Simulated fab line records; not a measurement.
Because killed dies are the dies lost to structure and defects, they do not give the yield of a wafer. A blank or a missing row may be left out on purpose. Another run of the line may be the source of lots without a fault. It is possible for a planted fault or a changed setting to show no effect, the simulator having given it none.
fab line records | flow rit-cmos | part 2 of 2: steps 37 to 49 of 49
record: lots: 5 | wafers: 15 | last-day: 6
route steps=202 shown NWELL@51 PWELL@52 NRETRO@53 PRETRO@64 GATE@75 FOX2@80 REOX@98
lots with no fault: from the same line, run without faults
start-h: hours from the record's first day to the start of the lot's first wafer shown | wait-h: how many hours have passed since the lot's step before this one | " identical to the entry in the row above | L1.1+2: several wafers, shown together as one row | - no value, or no start given | * or withheld: withheld | < > ~ a bound
route shown NAME@n: a module of which the file shows steps, and the number in the route of the first | usual: mean/standard deviation taken from wafers without a fault | same: alike in all rows | chamber/n: place in a boat | sites: each site's reading | _std_site: standard deviation of those values | _edge_site: mean of outer sites minus mean of inner sites | radius-mm: how far each site lies from the wafer's centre | mask NAME#n: copy n | behind: the tool/chamber that last shaped the wafer | hold: what put the lot on hold/how long, in hours/how the hold closed | device: which transistor (n, p or np) failed to switch | end of line: tests run on the same wafers once the route is complete | a step with no rows: only its recipe | killed: not the wafer's yield, but the dies lost to structure and defects at the first sort | map: a wafer's dies, marking killed ones x, the rest . and places with no die _
set.NAME: the setting the step ran with; set.NAME@STEP: the setting that earlier step ran with | model.NAME: the simulator's own value behind a step, which no gauge read
certain route steps with their lots: each step a table, each wafer a row
services: a tool's chamber out of use, with start hour (start-h, from the record's first day; less than 0 if before it), hours out, and reason
== steps ==
step: RIT_GATE_COAT_11
recipe: resist: NOVOLAK | spin-rpm: 4250 | resist-thk-nm: 850
lot.wafer  | tool           | chamber | start-h | wait-h
L074.1+2+3 | litho-track-02 | 0       | 42.47   | 0.1
L084.1+5+6 | litho-track-02 | 0       | 92.85   | 0.1
L089.3+4+6 | litho-track-04 | 0       | 116.23  | 0.1
L090.1+2+4 | litho-track-02 | 0       | 119.03  | 0.1
L091.1+3+4 | litho-track-04 | 0       | 122.33  | 0.1
step: RIT_GATE_SOFTBAKE_12
recipe: resist: NOVOLAK | temp-c: 90 | time-s: 60
lot.wafer  | tool           | chamber | start-h | wait-h
L074.1+2+3 | litho-track-02 | 0       | 42.62   | 0.1
L084.1+5+6 | litho-track-02 | 0       | 93.00   | 0.1
L089.3+4+6 | litho-track-04 | 0       | 116.38  | 0.1
L090.1+2+4 | litho-track-02 | 0       | 119.18  | 0.1
L091.1+3+4 | litho-track-04 | 0       | 122.48  | 0.1
step: RIT_GATE_EXPOSE_13
recipe: mask-id: M6 | na: 0.6 | source-shape: conventional | sigma-outer: 0.6 | target-cd-nm: 150 | dose-mj: 380
same: sigma-outer: 0.6
lot.wafer  | tool             | chamber | start-h | wait-h | mask
L074.1+2+3 | iline-stepper-01 | 0       | 42.77   | 0.1    | M6#0
L084.1+5+6 | iline-stepper-02 | 0       | 93.15   | 0.1    | M6#0
L089.3+4+6 | iline-stepper-01 | 0       | 116.65  | 0.2    | M6#0
L090.1+2+4 | iline-stepper-01 | 0       | 119.33  | 0.1    | M6#0
L091.1+3+4 | iline-stepper-02 | 0       | 122.75  | 0.2    | M6#0
step: RIT_GATE_PEB_14
recipe: resist: NOVOLAK | temp-c: withheld | time-s: withheld
lot.wafer  | tool           | chamber | start-h | wait-h
L074.1+2+3 | litho-track-03 | 0       | 42.89   | 0.1
L084.1+5+6 | litho-track-02 | 0       | 93.27   | 0.1
L089.3+4+6 | litho-track-04 | 0       | 116.98  | 0.3
L090.1+2+4 | litho-track-03 | 0       | 119.45  | 0.1
L091.1+3+4 | litho-track-04 | 0       | 122.87  | 0.1
step: RIT_GATE_DEVELOP_15
recipe: resist: NOVOLAK | develop-time-s: 50 | dev-temp-c: 23
lot.wafer  | tool           | chamber | start-h | wait-h
L074.1+2+3 | litho-track-03 | 0       | -       | -
L084.1+5+6 | litho-track-02 | 0       | -       | -
L089.3+4+6 | litho-track-04 | 0       | -       | -
L090.1+2+4 | litho-track-03 | 0       | -       | -
L091.1+3+4 | litho-track-04 | 0       | -       | -
step: RIT_GATE_CD_MEAS_16
recipe: target-cd-nm: 150
usual: cd-nm: 151.5/2
lot.wafer | tool      | chamber | start-h | wait-h | cd-nm
L074.1    | cd-sem-02 | -       | 43.17   | -      | 152.4
L074.2    | "         | -       | "       | "      | 153.6
L074.3    | "         | -       | "       | "      | 151.7
L084.1    | cd-sem-01 | -       | 93.55   | -      | 148.2
L084.5    | "         | -       | "       | "      | 150.4
L084.6    | "         | -       | "       | "      | 147.4
L089.3    | cd-sem-02 | -       | 117.26  | -      | 147.0
L089.4    | "         | -       | "       | "      | 149.2
L089.6    | "         | -       | "       | "      | 148.7
L090.1    | cd-sem-02 | -       | 119.73  | -      | 150.5
L090.2    | "         | -       | "       | "      | 152.8
L090.4    | "         | -       | "       | "      | 148.6
L091.1    | cd-sem-02 | -       | 123.15  | -      | 146.1
L091.3    | "         | -       | "       | "      | 149.9
L091.4    | "         | -       | "       | "      | 148.5
step: RIT_GATE_OVL_MEAS_17
usual: GATE_OVL: 0.4/1.4
lot.wafer | tool       | chamber | start-h | wait-h | GATE_OVL[nm]
L074.1    | overlay-01 | -       | 43.29   | 0.1    | -0.1
L074.2    | "          | -       | "       | "      | -0.4
L074.3    | "          | -       | "       | "      | -0.3
L084.1    | overlay-01 | -       | 93.67   | 0.1    | 0.0
L084.5    | "          | -       | "       | "      | 1.5
L084.6    | "          | -       | "       | "      | 2.0
L089.3    | overlay-01 | -       | 117.35  | 0.1    | 3.6
L089.4    | "          | -       | "       | "      | 0.8
L089.6    | "          | -       | "       | "      | 1.0
L090.1    | overlay-01 | -       | 119.85  | 0.1    | -0.7
L090.2    | "          | -       | "       | "      | -2.6
L090.4    | "          | -       | "       | "      | -0.1
L091.1    | overlay-02 | -       | 123.27  | 0.1    | -1.0
L091.3    | "          | -       | "       | "      | -1.2
L091.4    | "          | -       | "       | "      | -0.7
step: RIT_GATE_HARDBAKE_18
recipe: resist: NOVOLAK | temp-c: 140 | time-s: 60
lot.wafer  | tool           | chamber | start-h | wait-h
L074.1+2+3 | litho-track-04 | 0       | 43.33   | 0.0
L084.1+5+6 | litho-track-02 | 0       | 93.71   | 0.0
L089.3+4+6 | litho-track-03 | 0       | 117.50  | 0.1
L090.1+2+4 | litho-track-03 | 0       | 119.89  | 0.0
L091.1+3+4 | litho-track-02 | 0       | 123.44  | 0.2
step: RIT_GATE_ETCH_19
recipe: chemistry: SF6/CHF3/O2 | time-s: 165 | SF6_flow_sccm: 30 | CHF3_flow_sccm: 30 | O2_flow_sccm: 5 | target: poly-Si | pressure-mtorr: 40 | rf-w: 160 | target-depth-a: 3125 | over-etch-frac: 0.25 | stop-on: SiO2
usual: drypump-motor-current-A: 5.7/0.66 | he-backside-leak-sccm: 2.8/0.47 | oes-product-au: 0.850/0.017 | throttle-valve-pct: 10.28/0.1
lot.wafer | tool      | chamber | start-h | wait-h | drypump-motor-current-A | he-backside-leak-sccm | oes-product-au | rf-hours-counter-h | throttle-valve-pct
L074.1    | rie-si-02 | 2       | 43.48   | 0.1    | 4.8                     | 2.9                   | 0.852          | 64                 | 10.28
L074.2    | "         | 3       | "       | "      | 6.0                     | 2.4                   | 0.816          | 32                 | 10.20
L074.3    | "         | 1       | "       | "      | 6.1                     | 2.3                   | 0.870          | 59                 | 10.51
L084.1    | rie-si-02 | 0       | 93.86   | 0.1    | 6.2                     | 3.0                   | 0.833          | 116                | 10.21
L084.5    | "         | 1       | "       | "      | 6.1                     | 2.3                   | 0.873          | -                  | 10.51
L084.6    | "         | 2       | "       | "      | 4.8                     | 2.9                   | 0.864          | -                  | 10.29
L089.3    | rie-si-01 | 1       | 117.60  | 0.1    | 6.6                     | 2.7                   | 0.833          | 40                 | 10.31
L089.4    | "         | 3       | "       | "      | 6.0                     | 3.1                   | 0.841          | 144                | 10.16
L089.6    | "         | 0       | "       | "      | 4.9                     | 3.2                   | 0.852          | -                  | 10.31
L090.1    | rie-si-02 | 0       | 120.04  | 0.1    | 6.2                     | 3.3                   | 0.831          | 116                | 10.20
L090.2    | "         | 1       | "       | "      | 6.0                     | 2.3                   | 0.862          | 59                 | 10.53
L090.4    | "         | 3       | "       | "      | 6.0                     | 2.4                   | 0.822          | 32                 | 10.19
L091.1    | rie-si-01 | 2       | 123.59  | 0.1    | 5.0                     | 2.8                   | 0.833          | 76                 | 10.24
L091.3    | "         | 1       | "       | "      | 6.6                     | 2.5                   | 0.833          | 40                 | 10.33
L091.4    | "         | 1       | "       | "      | 6.7                     | 2.7                   | 0.839          | -                  | 10.32
step: RIT_GATE_STRIP_20
recipe: chemistry: O2 | time-s: 180 | resist: NOVOLAK | platen-temp-c: withheld | power-w: 500 | pressure-mtorr: 4000 | o2-flow-sccm: 4000
usual: drypump-motor-current-A: 5.2/0.59
lot.wafer | tool            | chamber | start-h | wait-h | drypump-motor-current-A | rf-hours-counter-h
L074.1    | plasma-asher-02 | 1       | 43.59   | 0.1    | 5.0                     | 21
L074.2    | "               | 0       | "       | "      | 6.4                     | 21
L074.3    | "               | 1       | "       | "      | 5.0                     | -
L084.1    | plasma-asher-01 | 0       | 93.97   | 0.1    | 5.3                     | 37
L084.5    | "               | 1       | "       | "      | 4.7                     | -
L084.6    | "               | 0       | "       | "      | 5.3                     | -
L089.3    | plasma-asher-04 | 0       | 117.77  | 0.1    | 4.8                     | -
L089.4    | "               | 1       | "       | "      | 5.2                     | -
L089.6    | "               | 1       | "       | "      | 5.2                     | -
L090.1    | plasma-asher-01 | 1       | 120.15  | 0.1    | 4.7                     | 0
L090.2    | "               | 0       | "       | "      | 5.3                     | 0
L090.4    | "               | 1       | "       | "      | 4.7                     | -
L091.1    | plasma-asher-04 | 0       | 123.70  | 0.1    | 4.8                     | 56
L091.3    | "               | 0       | "       | "      | 4.8                     | -
L091.4    | "               | 1       | "       | "      | 5.2                     | -
step: RIT_GATE_CD_MEAS_90
recipe: target-cd-nm: 150
usual: cd-nm: 151.6/2.1
lot.wafer | tool      | chamber | start-h | wait-h | cd-nm
L074.1    | cd-sem-01 | -       | 43.76   | 0.1    | 152.4
L074.2    | "         | -       | "       | "      | 153.9
L074.3    | "         | -       | "       | "      | 151.7
L084.1    | cd-sem-02 | -       | 94.14   | 0.1    | 147.5
L084.5    | "         | -       | "       | "      | 150.8
L084.6    | "         | -       | "       | "      | 147.1
L089.3    | cd-sem-02 | -       | 117.92  | 0.1    | 146.9
L089.4    | "         | -       | "       | "      | 149.8
L089.6    | "         | -       | "       | "      | 148.9
L090.1    | cd-sem-02 | -       | 120.32  | 0.1    | 150.4
L090.2    | "         | -       | "       | "      | 153.0
L090.4    | "         | -       | "       | "      | 148.7
L091.1    | cd-sem-02 | -       | 123.87  | 0.1    | 145.8
L091.3    | "         | -       | "       | "      | 150.2
L091.4    | "         | -       | "       | "      | 149.2
step: RIT_REOX_CLEAN_00
recipe: chemistry: SC1 | mix: 3:3:50 | time-s: 600 | temp-c: 75
lot.wafer  | tool         | chamber | start-h | wait-h
L074.1+2+3 | wet-bench-04 | 3       | 43.88   | 0.1
L084.1+5+6 | wet-bench-03 | 1       | 94.26   | 0.1
L089.3+4+6 | wet-bench-01 | 3       | 118.00  | 0.1
L090.1+2+4 | wet-bench-01 | 0       | 120.44  | 0.1
L091.1+3+4 | wet-bench-01 | 3       | 123.99  | 0.1
step: RIT_REOX_CLEAN_01
recipe: chemistry: dHF | dilution: 50:1 | time-s: 30
lot.wafer  | tool         | chamber | start-h | wait-h
L074.1+2+3 | wet-bench-01 | 2       | 44.07   | 0.0
L084.1+5+6 | wet-bench-01 | 2       | 94.45   | 0.0
L089.3+4+6 | wet-bench-01 | 0       | 118.35  | 0.0
L090.1+2+4 | wet-bench-03 | 1       | 120.79  | 0.0
L091.1+3+4 | wet-bench-03 | 0       | 124.17  | 0.0
== services ==
tool             | chamber | start-h | hours | kind
rie-si-02        | -       | 19.90   | 0.1   | repair
implanter-01     | -       | 22.80   | 2.8   | repair
furnace-01       | -       | 25.08   | 3.3   | pm
plasma-asher-03  | -       | 27.69   | 0.9   | repair
iline-stepper-02 | -       | 31.40   | 1.7   | pm
lpcvd-02         | -       | 35.00   | 14.6  | pm
iline-stepper-02 | -       | 35.11   | 0.9   | repair
iline-stepper-01 | 0       | 35.88   | -     | calibration
plasma-asher-01  | -       | 38.42   | 0.3   | repair
furnace-04       | -       | 40.93   | 3.0   | pm
furnace-01       | -       | 56.75   | 3.3   | pm
iline-stepper-02 | 0       | 64.84   | -     | calibration
iline-stepper-01 | -       | 86.13   | 1.8   | repair
implanter-02     | -       | 95.61   | 5.9   | pm
wet-bench-01     | -       | 96.57   | 1.0   | repair
plasma-asher-01  | -       | 108.75  | 9.0   | pm
plasma-asher-01  | 0       | 108.75  | 9.0   | vent-cycle
plasma-asher-01  | 1       | 108.75  | 9.0   | vent-cycle
plasma-asher-01  | 0       | 117.75  | -     | clean
plasma-asher-01  | 1       | 117.75  | -     | clean
rie-si-01        | 3       | 122.60  | 8.2   | repair
